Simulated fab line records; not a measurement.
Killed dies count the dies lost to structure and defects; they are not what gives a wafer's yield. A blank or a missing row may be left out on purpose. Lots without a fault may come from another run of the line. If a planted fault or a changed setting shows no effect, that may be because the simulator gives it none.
Split-lot study -- flow rit_cmos -- route with 202 steps; 5 lots, 23 wafers read

## THE SPLIT ITSELF
At RIT_GATE_DEVELOP_15 (develop time 50 s), the setting develop_time_s was moved away from the recipe's 50 s on 11 of the 23 wafers read, by -13.3% to -11.7%. All remaining wafers had this setting at the recipe value.

## FROM THE SPLIT TO THE READING: what the file shows between them, 4 steps
- RIT_GATE_CD_MEAS_16: target cd 150 nm
- RIT_GATE_HARDBAKE_18: time 60 s
- RIT_GATE_ETCH_19: etches poly-Si in SF6/CHF3/O2, stops on SiO2, time 165 s, target depth 312.5 nm
- RIT_GATE_STRIP_20: strips in O2, time 180 s (also split here: o2_flow_sccm)

## THE READING
Shown in nm: cd_nm at RIT_GATE_CD_MEAS_90, with target cd 150 nm. A value of 149.3 nm with a standard deviation of 2.9 nm is what fault-free wafers of this fab line usually give.

wafer,"tool, chamber at the split","develop_time_s as run, s",against the recipe,"cd_nm, nm",against lot-mates on the recipe
L076.1,"litho_track-03, 0",50,recipe,146.0,-
L076.2,"litho_track-03, 0",43.73,-12.5%,172.1,+24.7
L076.3,"litho_track-03, 0",43.73,-12.5%,171.2,+23.8
L076.5,"litho_track-03, 0",50,recipe,147.5,-
L076.6,"litho_track-03, 0",50,recipe,148.8,-
L078.1,"litho_track-01, 0",50,recipe,148.0,-
L078.2,"litho_track-01, 0",50,recipe,149.1,-
L078.3,"litho_track-01, 0",43.35,-13.3%,176.2,+27.6
L078.5,"litho_track-01, 0",43.35,-13.3%,173.1,+24.5
L078.6,"litho_track-01, 0",43.35,-13.3%,175.1,+26.5
L079.1,"litho_track-04, 0",50,recipe,146.1,-
L079.3,"litho_track-04, 0",50,recipe,144.3,-
L079.4,"litho_track-04, 0",44.14,-11.7%,166.4,+21.2
L079.5,"litho_track-04, 0",44.14,-11.7%,166.3,+21.1
L079.6,"litho_track-04, 0",44.14,-11.7%,167.3,+22.1
L084.2,"litho_track-04, 0",50,recipe,150.8,-
L084.4,"litho_track-04, 0",50,recipe,153.0,-
L084.5,"litho_track-04, 0",50,recipe,154.3,-
L085.1,"litho_track-03, 0",50,recipe,152.6,-
L085.2,"litho_track-03, 0",50,recipe,151.8,-
L085.3,"litho_track-03, 0",44.07,-11.9%,175.6,+23.4
L085.4,"litho_track-03, 0",44.07,-11.9%,175.5,+23.3
L085.5,"litho_track-03, 0",44.07,-11.9%,175.7,+23.5

FIT RESULTS
A straight line over all 23 wafers: cd_nm changes by -1.86 nm for each +1% of develop_time_s; r = -0.96; the points scatter about the line by 3.3 nm.
The same after taking each lot's own level away (the mean of its wafers on the recipe; 23 wafers): -1.93 nm for each +1%; r = -1.00; scatter 1.1 nm.
The reading moves by 26 nm for the largest change in develop_time_s, on that fit.
Across the lots, their own levels run from 145.20 to 152.70 nm, a range of 2.6 times the standard deviation given above.
Consequently the slope shifts little with the lot-to-lot level, the two slopes agreeing.
Check: with one of the wafers moved furthest among these (-13.3%) left out of the fit, the line predicts +25.4 nm for it against its lot-mates. Against them it came out at +27.6 nm.

## THESE WAFERS: OTHER SPLITS
Note: prior to the reading, these wafers also went through further splits. Each is held against what the fit with the lots' levels taken away leaves over:
other split on the same wafers,wafers away from the commonest value,r with cd_nm (lot level and that fit taken away)
RIT_ACTIVE_OXIDATION_01 temp_c,18,-0.15
RIT_FOX2_OXIDATION_00 temp_c,15,+0.26
RIT_NRETRO_SOFTBAKE_02 temp_c,9,-0.07
RIT_NRETRO_IMPLANT_08 energy_kev,6,-0.14
RIT_PRETRO_COAT_01 resist_thk_nm,9,-0.08
RIT_GATE_CLEAN_04 time_s,15,+0.18
RIT_GATE_STRIP_20 o2_flow_sccm,8,-0.15

## THE WHOLE CHAIN: every reading that the file lists as answering this split, in the file's order
step,what it does,reading,change (the file's fit),r (the file's)
RIT_GATE_CD_MEAS_16,target cd 150 nm,cd_nm,-1.92 nm for each +1% of the setting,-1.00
RIT_GATE_ETCH_19,"etches poly-Si in SF6/CHF3/O2, stops on SiO2, time 165 s, target depth 312.5 nm","GATE.cd_nm (the simulator's own value, which no gauge read)",-1.93 nm for each +1% of the setting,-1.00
RIT_GATE_CD_MEAS_90,target cd 150 nm,cd_nm,-1.93 nm for each +1% of the setting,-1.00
RIT_M1_PROBE_99,,"etest.pmos_0p3.r_on_ohm_um (the simulator's own value, which no gauge read)",-45.1 for each +1% of the setting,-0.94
RIT_M1_PROBE_99,,"etest.pmos_0p15.r_on_ohm_um (the simulator's own value, which no gauge read)",-43.9 for each +1% of the setting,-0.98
RIT_M1_PROBE_99,,"etest.pmos_turned.r_on_ohm_um (the simulator's own value, which no gauge read)",-42 for each +1% of the setting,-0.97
RIT_M1_PROBE_99,,"etest.nmos_0p3.r_on_ohm_um (the simulator's own value, which no gauge read)",-13.3 for each +1% of the setting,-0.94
RIT_M1_PROBE_99,,"etest.nmos_0p15.r_on_ohm_um (the simulator's own value, which no gauge read)",-13.2 for each +1% of the setting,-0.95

## THE FILE'S OWN FIT
cd_nm changes by -1.93 nm for each +1% of develop_time_s, r = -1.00.
